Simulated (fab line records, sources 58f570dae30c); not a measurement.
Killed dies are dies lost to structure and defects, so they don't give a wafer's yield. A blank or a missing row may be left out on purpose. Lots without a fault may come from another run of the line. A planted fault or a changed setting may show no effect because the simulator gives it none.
A sampling plan put to the test | flow berkeley_cmos170 | one fab line, 18 faults that these records tell of, each judged on the records of the lots that it struck; 2 more are left out, because the records don't allow judging them
The plan is the line's own looks: the steps of the route at which a gauge or an inspection reads the wafer and doesn't change it. A look can be judged if struck wafers have a number there and the file gives its usual mean and standard deviation on fault-free wafers. Caught: at a look after the fault's first step, the mean of the struck wafers lies 4 or more of those standard deviations (sigma) from the usual mean. On the tool: the same test on the tool's own readings at the fault's steps. Another recipe on the struck wafers, or a record that is blank for them alone, also counts as caught.

THE FAULTS, as the simulator had put them in
1. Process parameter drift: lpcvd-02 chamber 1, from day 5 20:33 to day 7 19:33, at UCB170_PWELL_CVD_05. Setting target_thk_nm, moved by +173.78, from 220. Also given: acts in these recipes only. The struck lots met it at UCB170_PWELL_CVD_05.
2. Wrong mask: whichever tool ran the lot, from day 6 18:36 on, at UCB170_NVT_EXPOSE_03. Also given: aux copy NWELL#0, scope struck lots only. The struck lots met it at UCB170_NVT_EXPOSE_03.
3. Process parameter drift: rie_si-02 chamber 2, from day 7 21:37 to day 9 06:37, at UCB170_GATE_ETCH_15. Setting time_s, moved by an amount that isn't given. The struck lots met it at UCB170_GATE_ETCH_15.
4. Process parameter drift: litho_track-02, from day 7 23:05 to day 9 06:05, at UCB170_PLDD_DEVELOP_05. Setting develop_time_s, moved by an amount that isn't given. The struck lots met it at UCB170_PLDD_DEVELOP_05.
5. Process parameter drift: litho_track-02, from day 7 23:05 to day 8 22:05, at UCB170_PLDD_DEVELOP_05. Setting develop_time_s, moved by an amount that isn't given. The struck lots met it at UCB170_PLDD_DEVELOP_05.
6. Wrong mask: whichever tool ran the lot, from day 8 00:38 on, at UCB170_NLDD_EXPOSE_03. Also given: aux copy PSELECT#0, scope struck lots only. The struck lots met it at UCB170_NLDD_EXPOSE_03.
7. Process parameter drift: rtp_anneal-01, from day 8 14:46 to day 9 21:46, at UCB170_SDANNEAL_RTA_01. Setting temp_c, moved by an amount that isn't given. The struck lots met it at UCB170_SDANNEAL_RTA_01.
8. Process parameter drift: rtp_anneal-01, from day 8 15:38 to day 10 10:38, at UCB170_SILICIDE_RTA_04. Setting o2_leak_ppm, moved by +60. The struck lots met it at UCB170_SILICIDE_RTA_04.
9. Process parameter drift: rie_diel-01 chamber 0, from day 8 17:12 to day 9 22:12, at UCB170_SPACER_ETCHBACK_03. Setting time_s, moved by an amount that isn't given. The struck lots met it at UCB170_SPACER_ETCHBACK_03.
10. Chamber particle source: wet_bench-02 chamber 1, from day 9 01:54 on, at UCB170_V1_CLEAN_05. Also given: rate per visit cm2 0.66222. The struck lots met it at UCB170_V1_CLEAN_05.
11. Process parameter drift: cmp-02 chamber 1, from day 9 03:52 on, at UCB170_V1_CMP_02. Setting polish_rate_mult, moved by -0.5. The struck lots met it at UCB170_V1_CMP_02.
12. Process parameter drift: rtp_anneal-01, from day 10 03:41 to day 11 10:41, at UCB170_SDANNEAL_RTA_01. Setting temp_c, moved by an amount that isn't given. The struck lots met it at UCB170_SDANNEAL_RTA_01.
13. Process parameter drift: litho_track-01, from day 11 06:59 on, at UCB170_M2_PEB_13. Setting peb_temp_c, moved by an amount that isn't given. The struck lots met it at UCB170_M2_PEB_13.
14. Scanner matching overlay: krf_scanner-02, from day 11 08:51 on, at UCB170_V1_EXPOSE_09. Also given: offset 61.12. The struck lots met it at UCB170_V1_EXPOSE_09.
15. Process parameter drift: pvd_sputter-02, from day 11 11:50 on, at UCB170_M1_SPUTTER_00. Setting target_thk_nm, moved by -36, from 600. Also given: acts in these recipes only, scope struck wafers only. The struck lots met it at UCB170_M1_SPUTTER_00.
16. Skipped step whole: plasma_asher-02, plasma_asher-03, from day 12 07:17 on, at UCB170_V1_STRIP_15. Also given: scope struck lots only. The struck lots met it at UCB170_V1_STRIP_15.
17. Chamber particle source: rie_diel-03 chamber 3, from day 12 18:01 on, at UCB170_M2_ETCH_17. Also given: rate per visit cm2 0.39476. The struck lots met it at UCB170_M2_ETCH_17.
18. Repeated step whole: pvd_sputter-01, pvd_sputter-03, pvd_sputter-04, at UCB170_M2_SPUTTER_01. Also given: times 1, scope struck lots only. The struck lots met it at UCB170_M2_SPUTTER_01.

WHAT THE PLAN SAW
fault | on the tool itself                               | first look that catches it                      | reading, sigma                                        | median hours from its first step to that look | hours from the fault's start to the first struck lot there | judged looks passed uncaught
1     | no reading that can be judged                    | UCB170_PWELL_THK_MEAS_06                        | PWELL_NITRIDE_THK +87                                 | 1.9                                           | 9                                                          | 0
2     | no reading that can be judged                    | UCB170_NVT_TW_MEAS_09                           | NVT_TW -99 or beyond                                  | 0.7                                           | 1                                                          | 0
3     | run_length_s -49 sigma                           | no look after it can be judged                  | -                                                     | -                                             | -                                                          | 0
4     | no reading that can be judged                    | UCB170_PLDD_TW_MEAS_11                          | PLDD_TW -99 or beyond                                 | 1.3                                           | 7                                                          | 0
5     | under 2 sigma                                    | UCB170_PLDD_TW_MEAS_11                          | PLDD_TW -99 or beyond                                 | 1.0                                           | 7                                                          | 0
6     | under 2 sigma                                    | UCB170_NLDD_TW_MEAS_11                          | NLDD_TW -99 or beyond                                 | 0.9                                           | 7                                                          | 0
7     | wafer_temp_C_max +12 sigma                       | UCB170_SDANNEAL_RS_MEAS_02                      | PSD_RS -35                                            | 0.1                                           | 4                                                          | 0
8     | chamber_o2_ppm +99 or beyond sigma               | no look after it can be judged                  | -                                                     | -                                             | -                                                          | 0
9     | run_length_s -60 sigma                           | no look after it can be judged                  | -                                                     | -                                             | -                                                          | 0
10    | no reading that can be judged                    | not the one look that can be judged after it    | -                                                     | -                                             | -                                                          | 1
11    | under 2 sigma                                    | UCB170_V1_THK_MEAS_04                           | V1_POLISHED_THK +99 or beyond                         | 0.4                                           | 1                                                          | 0
12    | under 2 sigma                                    | UCB170_SDANNEAL_RS_MEAS_02                      | PSD_RS +30                                            | 0.1                                           | 4                                                          | 0
13    | heater_power_total_W -99 or beyond sigma         | UCB170_M2_CD_MEAS_15                            | cd_nm +99 or beyond                                   | 0.4                                           | 0                                                          | 0
14    | no reading that can be judged                    | UCB170_V1_OVL_MEAS_13                           | V1_OVL +13                                            | 0.7                                           | 4                                                          | 0
15    | under 2 sigma                                    | none of the 3 looks that can be judged after it | strongest: M1_AL_RS at UCB170_M1_RS_MEAS_01, +3.7     | -                                             | -                                                          | 3
16    | the tool's record is blank for the struck wafers | no look after it can be judged                  | -                                                     | -                                             | -                                                          | 0
17    | under 2 sigma                                    | none of the 9 looks that can be judged after it | strongest: V2_TEOS_THK at UCB170_V2_THK_MEAS_01, -2.1 | -                                             | -                                                          | 9
18    | under 2 sigma                                    | UCB170_M2_RS_MEAS_02                            | M2_AL_RS -48                                          | 0.4                                           | -                                                          | 0
A dash: the fault isn't caught, or these records don't give the number.

Caught at a look: 11 of 18. Caught on the tool: 6 of 18. By one or the other: 15 of 18.
Caught on the tool alone: faults 3, 8, 9, 16.
Caught at a look alone: faults 1, 2, 4, 5, 6, 11, 12, 14, 18.
Caught by neither: faults 10, 15, 17.

THINNER SAMPLING
If the look that catches a fault measured only every second or every third lot, by lot number, the first struck lot would be measured this late in the worst case:
fault | struck lots at that look, in order of time | every lot | every second lot | every third lot
1     | L118                                       | 9 h       | may miss it      | may miss it
2     | L412                                       | 1 h       | may miss it      | may miss it
4     | L845, L847                                 | 7 h       | may miss all 2   | may miss all 2
5     | L981, L983                                 | 7 h       | may miss all 2   | may miss all 2
6     | L379                                       | 7 h       | may miss it      | may miss it
7     | L962, L965                                 | 4 h       | 23 h             | may miss all 2
11    | L662, L664                                 | 1 h       | may miss all 2   | may miss all 2
12    | L456, L458                                 | 4 h       | may miss all 2   | may miss all 2
13    | L257, L258, L259                           | 0 h       | 1 h              | 2 h
14    | L328, L327, L330, L331                     | 4 h       | 5 h              | may miss all 4
Hours are from the fault's start to the first struck lot that is measured. The limit of 4 sigma was tested on all struck wafers together, so one lot alone may lie under it. Other struck lots may not be in these records.

THE LONGEST TIMED WAY FROM STEP TO LOOK
Fault 1: a median of 1.9 hours passes between UCB170_PWELL_CVD_05 and UCB170_PWELL_THK_MEAS_06. No look between them can be judged.
